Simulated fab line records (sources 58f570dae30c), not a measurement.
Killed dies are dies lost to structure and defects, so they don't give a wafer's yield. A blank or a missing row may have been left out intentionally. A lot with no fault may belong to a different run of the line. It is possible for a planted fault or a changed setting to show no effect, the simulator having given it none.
The tool behind it: which one?    flow berkeley cmos170    7 lots with 21 wafers sampled at 5 steps, on a route of 331 steps

== WHAT THE GAUGES READ, wafer by wafer ==
UCB170_NSD_TW_MEAS_10.
lot   measured      on             NSD_TW
L378  day 7 16:52   film metro-03  4179 4185 4171
L380  day 7 17:13   film metro-04  4249 4216 4203
L383  day 8 20:19   film metro-04  3910 3916 3915
L392  day 10 05:53  film metro-01  4183 4200 4188
L393  day 10 12:07  film metro-03  4150 4152 4148
L398  day 11 16:48  film metro-01  4197 4206 4225
L400  day 12 06:44  film metro-01  4170 4218 4198

== EACH LOT AND THE TOOL THAT RAN IT (in order: tool; ch and the chambers of the sampled wafers; start) ==
lot   UCB170_PWELL_ETCH_14               UCB170_GATE_ETCH_15              UCB170_NSD_IMPLANT_08            UCB170_NSD_STRIP_09
L378  rie diel-04 ch 0,1,3, day 3 18:46  rie si-02 ch 0,1,2, day 7 01:01  implanter-02 ch 0, day 7 16:38   plasma asher-03 ch 0,1, day 7 16:46
L380  rie diel-01 ch 1,2,3, day 4 03:59  rie si-02 ch 0,1,2, day 7 01:13  implanter-04 ch 0, day 7 16:58   plasma asher-04 ch 0,1, day 7 17:07
L383  rie diel-02 ch 0,3, day 4 19:56    rie si-01 ch 2,3, day 8 00:56    implanter-04 ch 0, day 8 20:05   plasma asher-01 ch 0,1, day 8 20:13
L392  rie diel-01 ch 0,1,2, day 6 03:14  rie si-02 ch 0,2,3, day 9 14:31  implanter-02 ch 0, day 10 05:38  plasma asher-01 ch 0,1, day 10 05:47
L393  rie diel-01 ch 2,3, day 6 08:29    rie si-02 ch 0,1,3, day 9 20:07  implanter-02 ch 0, day 10 11:52  plasma asher-03 ch 0, day 10 12:01
L398  rie diel-04 ch 0,1,3, day 7 09:32  rie si-02 ch 0,2, day 11 00:50   implanter-03 ch 0, day 11 16:33  plasma asher-03 ch 0,1, day 11 16:42
L400  rie diel-01 ch 2,3, day 7 15:42    rie si-02 ch 0,1, day 11 12:34   implanter-03 ch 0, day 12 06:29  plasma asher-03 ch 0,1, day 12 06:38
- UCB170_PWELL_ETCH_14: etches Si3N4 in CH3F/Ar/O2, stops on SiO2, target depth 242 nm, time 151 s.
- UCB170_GATE_ETCH_15: etches poly-Si in HBr/Cl2, stops on SiO2, time 56.3 s, target depth 278.2 nm.
- UCB170_NSD_IMPLANT_08
- UCB170_NSD_STRIP_09: strips in O2.

== THE ANSWER, worked out from the rows above alone ==
Rule: usual is defined by the lots themselves. The widest of any qualifying gaps counts: lots, ordered by their means at a reading, are off when they make up no more than a third of the lots, leave a main group of 4 or more, and stand apart from it by 3 or more times the standard deviation of that group's means. The tables above print the reading to a certain number of digits; a main group whose means all agree to those digits is not used. A lot without any number at a reading at which 4 lots or more have one is off too. Any other lot the step has rows for is counted as sound.
Off: L383, at UCB170_NSD_TW_MEAS_10 (NSD_TW). For the main group the mean is 4191 and the standard deviation 23.
A tool fits if, at a process step before that reading, it ran every lot that is off, and no sound lot after the first of them. The gauges at UCB170_NSD_TW_MEAS_10 are tried like those tools. Can't be told from this: 4 tools fit, rie diel-02 at UCB170_PWELL_ETCH_14, rie si-01 at UCB170_GATE_ETCH_15, implanter-04 at UCB170_NSD_IMPLANT_08, film metro-04 at UCB170_NSD_TW_MEAS_10.

== WHAT THE SIMULATOR HAD PUT IN ==
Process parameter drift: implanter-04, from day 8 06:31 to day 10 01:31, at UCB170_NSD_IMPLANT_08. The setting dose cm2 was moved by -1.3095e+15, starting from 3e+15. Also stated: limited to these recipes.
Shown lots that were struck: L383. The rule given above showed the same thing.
